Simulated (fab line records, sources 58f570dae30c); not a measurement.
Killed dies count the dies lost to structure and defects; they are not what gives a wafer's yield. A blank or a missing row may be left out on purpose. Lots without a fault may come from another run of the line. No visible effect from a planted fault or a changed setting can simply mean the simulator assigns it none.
Which tool did it? -- flow berkeley-cmos170 -- 14 lots with 42 wafers sampled at 3 steps, on a route of 331 steps

## WHAT THE GAUGES SHOWED, per wafer
UCB170_PLDD_TW_MEAS_11. Usual: PLDD_TW typically reads 1005, with standard deviation 9.9.
lot,measured,on,PLDD_TW,flag
L637,day 6 15:20,film-metro-03,992 985 993,
L634,day 6 15:35,film-metro-02,1003 999 999,
L636,day 6 15:53,film-metro-02,998 998 997,
L638,day 7 13:39,film-metro-02,1001 1005 1000,
L643,day 8 06:23,film-metro-04,1030 1023 1027,
L642,day 8 06:37,film-metro-04,1023 1027 1025,
L641,day 8 06:46,film-metro-02,1006 1007 1002,
L645,day 9 04:20,film-metro-02,1003 1007 1002,
L644,day 9 05:05,film-metro-03,998 1000 999,
L646,day 9 05:11,film-metro-04,1014 1014 1013,
L647,day 9 05:32,film-metro-03,994 1000 993,
L652,day 9 17:43,film-metro-02,1003 1006 1002,
L656,day 10 21:55,film-metro-03,1120 1118 1119,OFF
L657,day 11 10:12,film-metro-03,1131 1125 1123,OFF

UCB170_SDANNEAL_RS_MEAS_04: uses a four-point probe to measure. Usual: PLDD_RS typically reads 1031.8 ohm/sq, with standard deviation 2.7.
lot,measured,on,PLDD_RS (ohm/sq),flag
L637,day 7 03:10,film-metro-03,1033.4 1034.3 1037.5,
L634,day 7 03:35,film-metro-04,1034.2 1032.7 1033.5,
L636,day 7 03:40,film-metro-02,1036.9 1035.1 1037.4,
L638,day 8 05:36,film-metro-02,1032.7 1034.4 1029.8,
L643,day 8 18:00,film-metro-02,1028.0 1026.9 1029.5,
L642,day 8 18:11,film-metro-04,1027.8 1026.4 1025.8,
L641,day 8 17:42,film-metro-04,1029.4 1027.2 1030.9,
L645,day 9 20:23,film-metro-02,1033.7 1031.1 1030.7,
L644,day 9 19:52,film-metro-02,1033.7 1034.0 1030.5,
L646,day 9 20:29,film-metro-04,1032.5 1032.1 1030.7,
L647,day 9 20:01,film-metro-04,1030.7 1031.0 1030.0,
L652,day 10 08:36,film-metro-04,1030.6 1027.6 1031.0,
L656,day 11 11:05,film-metro-03,771.5 772.7 772.5,OFF
L657,day 11 21:46,film-metro-03,772.3 773.5 772.3,OFF

## EACH LOT AND THE TOOL THAT RAN IT (in order: tool; ch and the chambers of the sampled wafers; start)
lot,UCB170_PLDD_IMPLANT_09
L637,"implanter-01 ch 0, day 6 15:07"
L634,"implanter-04 ch 0, day 6 15:20"
L636,"implanter-01 ch 0, day 6 15:40"
L638,"implanter-03 ch 0, day 7 13:26"
L643,"implanter-01 ch 0, day 8 06:08"
L642,"implanter-04 ch 0, day 8 06:22"
L641,"implanter-03 ch 0, day 8 06:31"
L645,"implanter-03 ch 0, day 9 04:05"
L644,"implanter-03 ch 0, day 9 04:52"
L646,"implanter-04 ch 0, day 9 04:56"
L647,"implanter-01 ch 0, day 9 05:17"
L652,"implanter-03 ch 0, day 9 17:29"
L656,"implanter-03 ch 0, day 10 21:40"
L657,"implanter-03 ch 0, day 11 09:58"
- UCB170_PLDD_IMPLANT_09

## AS READ BY THE TOOLS THEMSELVES (means over the sampled wafers that have a number; for cases with no such wafer, the mark the record gives instead)
UCB170_PLDD_IMPLANT_09. Usual: beam-on-s 10.00 s, standard deviation 0.19; dose-ions-cm2 5e+13, standard deviation 5.2e+10; faraday-current-uA 158.5, standard deviation 2.9.
lot,tool,beam-on-s (s),dose-ions-cm2,faraday-current-uA,flag
L637,implanter-01,9.89,5e+13,160.1,
L634,implanter-04,10.05,5e+13,157.7,
L636,implanter-01,10.09,5e+13,157.6,
L638,implanter-03,10.12,5e+13,156.7,
L643,implanter-01,10.18,5e+13,155.8,
L642,implanter-04,10.03,5e+13,158.0,
L641,implanter-03,10.08,5e+13,157.7,
L645,implanter-03,9.83,5e+13,160.9,
L644,implanter-03,10.01,5e+13,158.5,
L646,implanter-04,9.98,5e+13,158.6,
L647,implanter-01,9.93,5e+13,159.6,
L652,implanter-03,9.98,5e+13,159.1,
L656,implanter-03,16.85,1e+14,180.8,OFF
L657,implanter-03,16.63,1e+14,182.9,OFF

## THE ANSWER, worked out from the rows above alone
Rule: a lot counts as off when the mean over its wafers that have a number is more than 3 standard deviations away from the usual mean. Also off: a lot with no number at a reading for which 4 or more lots have one. Where the step has rows for the other lots, those lots are counted as sound. Order of review: gauges by route order, followed by the tools' own readings, for which a lot's mean as printed above is used. At the first step where some lot is off, the reading lying furthest off is the one used; lots without a number count as furthest.
Off: L656, L657, seen at UCB170_PLDD_TW_MEAS_11 (PLDD_TW).
If a tool, at a process step before that reading, ran all the lots that are off and no sound lot after the first of them, it fits. The gauges at UCB170_PLDD_TW_MEAS_11 aren't tried: what is off there is off at UCB170_PLDD_IMPLANT_09 too, on other tools, and a gauge's error can't cause that. One fits: UCB170_PLDD_IMPLANT_09 on implanter-03. A fault onset in the window from L652 (day 9 17:29, its last sound lot) to L656 (day 10 21:40, its first lot off) fits.
The tool's own readings at UCB170_PLDD_IMPLANT_09 bear it out: on the lots that are off they differ by more than 5 times the standard deviation of the sound lots' means. beam-on-s reads 16.74 s there against 10.01 s on the sound lots; dose-ions-cm2 reads 1e+14 there against 5e+13 on the sound lots; faraday-current-uA reads 181.9 there against 158.4 on the sound lots.

## WHAT THE SIMULATOR HAD PUT IN
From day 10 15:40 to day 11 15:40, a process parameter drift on implanter-03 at UCB170_PLDD_IMPLANT_09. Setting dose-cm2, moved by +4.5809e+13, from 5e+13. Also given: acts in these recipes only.
Struck lots among those shown: L656, L657. The rule above found the same.
